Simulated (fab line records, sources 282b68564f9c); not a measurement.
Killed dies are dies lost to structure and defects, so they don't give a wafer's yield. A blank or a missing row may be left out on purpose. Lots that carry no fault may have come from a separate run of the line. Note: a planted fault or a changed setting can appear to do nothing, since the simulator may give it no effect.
fab line records | flow rit_cmos
record: lots: 12 | wafers: 36 | last_day: 8
route steps=202 shown M1@196
lots that met no fault: from a run of the same line without faults
start_h: hours from the record's opening day to when the first of the lot's shown wafers began | wait_h: hours from the lot's prior step to this one | " same as the row above | L1.1+2: several wafers, shown together as one row | - no value, or no start given | * or withheld: withheld | < > ~ a bound
route shown NAME@n: names a module that has steps shown in the file, with the first one's number in the route | usual: mean/standard deviation of fault-free wafers | same: alike in all rows | chamber/n: place in a boat | sites: per-site readings | _std_site: the standard deviation of these | _edge_site: mean of outer sites minus mean of inner sites | radius_mm: for every site, how far away it sits from the centre of the wafer | mask NAME#n: copy n | behind: tool/chamber where the wafer was last shaped | hold: the reason the lot was held/the length of the hold in hours/how it ended | device: the n, p or np transistor that did not switch | end of line: at the end of the route, the tests of the same wafers | step lacking rows: just its recipe | killed: at the first sort, the dies lost to defects and structure; wafer yield is something else | map: dies across one wafer; x = killed, . = not, _ = none there
set.NAME: setting as actually run; set.NAME@STEP: the setting as run at that earlier step | model.NAME: the simulator's own value behind a step, which no gauge read
route steps across a sampled set of lots; one table per step, one row per wafer
services: when a tool's chamber went out of use (start_h, in hours from the record's first day, below 0 if earlier), for how many hours, and the reason
== steps ==
step: RIT_M1_METAL_ETCH_12
recipe: stop_on: SiO2 | chemistry: Cl2/BCl3 | target: Al | time_s: 165 | over_etch_frac: 0.5 | pressure_mtorr: 100 | target_depth_a: 6000 | rf_w: 250 | Cl2_flow_sccm: 60 | bcl3_flow_sccm: 50
usual: chamber_pressure_mTorr: 99.99/0.092 | drypump_motor_current_A: 5.5/0.36 | oes_product_au: 0.776/0.0096 | throttle_valve_pct: 8.43/0.11
same: time_s: 165
lot.wafer | tool         | chamber | start_h | wait_h | chamber_pressure_mTorr | drypump_motor_current_A | oes_product_au | rf_hours_counter_h | throttle_valve_pct
L524.1    | rie_metal-04 | 0       | 59.17   | 0.2    | 99.92                  | 5.5                     | 0.783          | 4                  | 8.42
L524.3    | "            | 0       | "       | "      | 99.90                  | 5.5                     | 0.762          | -                  | 8.44
L524.4    | "            | 1       | "       | "      | 99.90                  | 5.0                     | 0.769          | -                  | 8.35
L525.2    | rie_metal-01 | 0       | 63.77   | 0.2    | 100.00                 | 5.6                     | 0.790          | 2                  | 8.56
L525.3    | "            | 0       | "       | "      | 99.94                  | 5.6                     | 0.788          | -                  | 8.56
L525.6    | "            | 0       | "       | "      | 99.97                  | 5.6                     | 0.789          | -                  | 8.56
L526.2    | rie_metal-02 | 1       | 69.10   | 0.2    | 99.98                  | 5.8                     | 0.785          | 37                 | 8.51
L526.3    | "            | 0       | "       | "      | 99.98                  | 6.1                     | 0.765          | -                  | 8.19
L526.6    | "            | 1       | "       | "      | 100.01                 | 5.8                     | 0.785          | -                  | 8.49
L527.1    | rie_metal-04 | 1       | 75.07   | 0.2    | 100.04                 | 5.0                     | 0.759          | 4                  | 8.34
L527.2    | "            | 0       | "       | "      | 100.06                 | 5.5                     | 0.776          | 4                  | 8.43
L527.6    | "            | 1       | "       | "      | 99.75                  | 5.0                     | 0.776          | -                  | 8.35
L528.1    | rie_metal-01 | 0       | 83.00   | 0.2    | 99.89                  | 5.6                     | 0.782          | 3                  | 8.56
L528.4    | "            | 1       | "       | "      | 99.97                  | 5.1                     | 0.761          | -                  | 8.48
L528.6    | "            | 0       | "       | "      | 100.05                 | 5.6                     | 0.783          | -                  | 8.56
L529.1    | rie_metal-02 | 0       | 85.11   | 0.2    | 99.98                  | 6.1                     | 0.765          | 35                 | 8.21
L529.2    | "            | 1       | "       | "      | 99.89                  | 5.8                     | 0.791          | 37                 | 8.51
L529.5    | "            | 1       | "       | "      | 99.98                  | 5.8                     | 0.786          | -                  | 8.51
L530.1    | rie_metal-01 | 0       | 91.24   | 0.2    | 99.94                  | 5.5                     | 0.784          | 3                  | 8.57
L530.2    | "            | 1       | "       | "      | 100.00                 | 5.1                     | 0.759          | 3                  | 8.48
L530.6    | "            | 0       | "       | "      | 100.09                 | 5.6                     | 0.779          | -                  | 8.57
L539.1    | rie_metal-01 | 0       | 137.78  | 0.2    | 99.79                  | 5.6                     | 0.778          | 3                  | 8.57
L539.5    | "            | 1       | "       | "      | 99.86                  | 5.1                     | 0.774          | -                  | 8.48
L539.6    | "            | 0       | "       | "      | 99.94                  | 5.6                     | 0.776          | -                  | 8.56
L541.2    | rie_metal-01 | 0       | 152.82  | 0.2    | 100.13                 | 5.6                     | 0.796          | 3                  | 8.57
L541.4    | "            | 0       | "       | "      | 100.05                 | 5.6                     | 0.785          | -                  | 8.55
L541.5    | "            | 1       | "       | "      | 99.96                  | 5.1                     | 0.769          | -                  | 8.48
L544.3    | rie_metal-04 | 0       | 171.37  | 0.2    | 100.07                 | 5.5                     | 0.793          | -                  | 8.41
L544.4    | "            | 1       | "       | "      | 99.97                  | 5.0                     | 0.778          | -                  | 8.34
L544.5    | "            | 0       | "       | "      | 100.00                 | 5.4                     | 0.778          | -                  | 8.42
L545.2    | rie_metal-02 | 0       | 182.79  | 0.2    | 99.91                  | 6.1                     | 0.760          | 0                  | 8.20
L545.3    | "            | 0       | "       | "      | 100.21                 | 6.1                     | 0.774          | -                  | 8.20
L545.4    | "            | 1       | "       | "      | 100.00                 | 5.7                     | 0.788          | -                  | 8.51
L546.1    | rie_metal-04 | 0       | 189.34  | 0.2    | 99.94                  | 5.5                     | 0.777          | 6                  | 8.42
L546.2    | "            | 1       | "       | "      | 99.98                  | 5.0                     | 0.775          | 5                  | 8.36
L546.6    | "            | 0       | "       | "      | 99.93                  | 5.5                     | 0.784          | -                  | 8.42
step: RIT_M1_PROBE_99
usual: defect_limited_yield: 97.2/1.2 | killed_at_M0_to_M3: 0.0/0.083 | killed_at_contacts: 0.1/0.27 | killed_at_front_end: 7/3.1 | killed_dies: 7/3.2 | killed_open: 3.8/2.1 | killed_short: 3.6/2 | sort_bin_3_pad_short: 0.1/0.22 | sort_bin_5_function: 1.7/0.8 | sort_bin_6_memory: 1.0/0.64 | sort_n_pass: 257/3.2 | sort_yield_pct: 97.2/1.2
same: gross_dies: 264 | killed_at_M4_up: 0 | killed_at_back_side: 0 | killed_at_other: 0
lot.wafer | tool      | chamber | start_h | wait_h | defect_limited_yield[%] | killed_at_M0_to_M3 | killed_at_contacts | killed_at_front_end | killed_dies | killed_open | killed_short | sort_bin_3_pad_short[%] | sort_bin_5_function[%] | sort_bin_6_memory[%] | sort_n_pass | sort_yield_pct[%]
L539.1    | prober-01 | -       | 140.04  | 0.1    | 94.7                    | 7                  | 0                  | 7                   | 14          | 4           | 3            | 0.8                     | 3.8                    | 0.8                  | 250         | 94.7
L539.5    | prober-01 | -       | 140.24  | 0.2    | 97.7                    | 0                  | 0                  | 6                   | 6           | 2           | 4            | 0                       | 1.1                    | 1.1                  | 258         | 97.7
L539.6    | prober-01 | -       | 140.29  | 0.2    | 93.6                    | 7                  | 0                  | 10                  | 17          | 6           | 4            | 0.4                     | 4.9                    | 1.1                  | 247         | 93.6
L541.2    | prober-01 | -       | 155.13  | 0.1    | 95.5                    | 6                  | 0                  | 6                   | 12          | 2           | 4            | 0                       | 1.9                    | 2.7                  | 252         | 95.5
L541.4    | prober-01 | -       | 155.23  | 0.2    | 92.8                    | 8                  | 0                  | 11                  | 19          | 6           | 5            | 0.4                     | 5.3                    | 1.5                  | 245         | 92.8
L541.5    | prober-01 | -       | 155.28  | 0.2    | 96.2                    | 0                  | 0                  | 10                  | 10          | 4           | 6            | 0                       | 2.7                    | 1.1                  | 254         | 96.2
L544.3    | prober-01 | -       | 174.60  | 0.2    | 94.7                    | 0                  | 0                  | 14                  | 14          | 6           | 8            | 0                       | 3.0                    | 2.3                  | 250         | 94.7
L544.4    | prober-01 | -       | 174.65  | 0.2    | 95.8                    | 0                  | 0                  | 11                  | 11          | 5           | 6            | 0                       | 3.0                    | 1.1                  | 253         | 95.8
L544.5    | prober-01 | -       | 174.70  | 0.2    | 95.5                    | 0                  | 0                  | 12                  | 12          | 6           | 6            | 0                       | 3.0                    | 1.5                  | 252         | 95.5
L546.1    | prober-02 | -       | 192.50  | 0.1    | 95.8                    | 0                  | 0                  | 11                  | 11          | 7           | 4            | 0                       | 1.9                    | 2.3                  | 253         | 95.8
L546.2    | prober-02 | -       | 192.55  | 0.1    | 98.5                    | 0                  | 0                  | 4                   | 4           | 3           | 1            | 0                       | 0.8                    | 0.8                  | 260         | 98.5
L546.6    | prober-02 | -       | 192.75  | 0.2    | 98.1                    | 0                  | 0                  | 5                   | 5           | 4           | 1            | 0                       | 1.1                    | 0.8                  | 259         | 98.1
killed by level:class
L539.1 M1:unspecified=7 FOX1:geometric_particle:open=1 GATE:geometric_particle:short=1 GATE:geometric_particle:open=1 REOX:geometric_particle:open=1 REOX:geometric_particle:short=1 SPACER:geometric_particle:short=1 SILICIDE:geometric_particle:open=1
L539.5 GATE:geometric_particle:short=3 FOX2:geometric_particle:short=1 GATE:geometric_particle:open=1 SPACER:geometric_particle:open=1
L539.6 M1:unspecified=7 SILICIDE:geometric_particle:open=3 FOX1:geometric_particle:short=2 ACTIVE:geometric_particle:open=1 FOX2:geometric_particle:open=1 SPACER:geometric_particle:short=1 SPACER:geometric_particle:open=1 SILICIDE:geometric_particle:short=1
L541.2 M1:unspecified=6 GATE:geometric_particle:open=2 GATE:geometric_particle:short=1 REOX:geometric_particle:short=1 SPACER:geometric_particle:short=1 SILICIDE:geometric_particle:short=1
L541.4 M1:unspecified=8 GATE:geometric_particle:short=4 GATE:geometric_particle:open=2 REOX:geometric_particle:open=2 FOX1:geometric_particle:open=1 SPACER:geometric_particle:open=1 SILICIDE:geometric_particle:short=1
L541.5 GATE:geometric_particle:short=5 GATE:geometric_particle:open=2 FOX1:geometric_particle:open=1 SILICIDE:geometric_particle:short=1 SILICIDE:geometric_particle:open=1
L544.3 GATE:geometric_particle:short=3 FOX1:geometric_particle:open=2 GATE:geometric_particle:open=2 REOX:geometric_particle:short=2 REOX:geometric_particle:open=2 SPACER:geometric_particle:short=2 SILICIDE:geometric_particle:short=1
L544.4 FOX1:geometric_particle:short=4 GATE:geometric_particle:open=2 SILICIDE:geometric_particle:open=2 FOX1:geometric_particle:open=1 GATE:geometric_particle:short=1 REOX:geometric_particle:short=1
L544.5 FOX1:geometric_particle:short=5 FOX1:geometric_particle:open=2 SILICIDE:geometric_particle:open=2 FOX2:geometric_particle:short=1 GATE:geometric_particle:open=1 REOX:geometric_particle:open=1
L546.1 GATE:geometric_particle:open=4 GATE:geometric_particle:short=3 FOX1:geometric_particle:open=1 REOX:geometric_particle:open=1 SILICIDE:geometric_particle:short=1 SILICIDE:geometric_particle:open=1
L546.2 FOX1:geometric_particle:open=1 FOX2:geometric_particle:open=1 GATE:geometric_particle:open=1 SILICIDE:geometric_particle:short=1
L546.6 FOX1:geometric_particle:open=2 REOX:geometric_particle:open=1 SPACER:geometric_particle:open=1 SILICIDE:geometric_particle:short=1
== services ==
tool         | chamber | start_h | hours | kind
rie_metal-04 | -       | 54.64   | 2.8   | pm
rie_metal-04 | -       | 91.14   | 0.1   | repair
rie_metal-01 | -       | 112.92  | 1.4   | pm
rie_metal-02 | -       | 125.76  | 14.6  | pm
rie_metal-02 | -       | 140.36  | 20.0  | pm
rie_metal-02 | 0       | 140.36  | 20.0  | vent_cycle
rie_metal-02 | 1       | 140.36  | 20.0  | vent_cycle
rie_metal-04 | 1       | 154.11  | 3.1   | repair
rie_metal-02 | -       | 160.36  | 2.8   | pm
rie_metal-02 | 0       | 160.36  | -     | clean
rie_metal-02 | 1       | 160.36  | -     | clean
rie_metal-01 | 1       | 167.70  | 1.4   | repair
== key ==
first_sign: step: RIT_M1_PROBE_99 | reading: killed_at_M0_to_M3 | direction: up | sigmas: 7 | usual: 0.0 | struck: 7
effect: step: RIT_M1_PROBE_99 | reading: sort_bin_5_function | direction: up | sigmas: 2.9 | usual: 1.7 | struck: 4.0 | wafers_moved: 3
met_at RIT_M1_METAL_ETCH_12
struck_lots L539,L541
struck_wafers L539.1,L539.6,L541.2,L541.4
onset_between 91.24 137.78
fault: kind: chamber_particle_source | tool: rie_metal-01 | chamber: 0 | onset_h: 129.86 | steps: RIT_M1_METAL_ETCH_12 | rate_per_visit_cm2: 0.042691 | end_h: 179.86
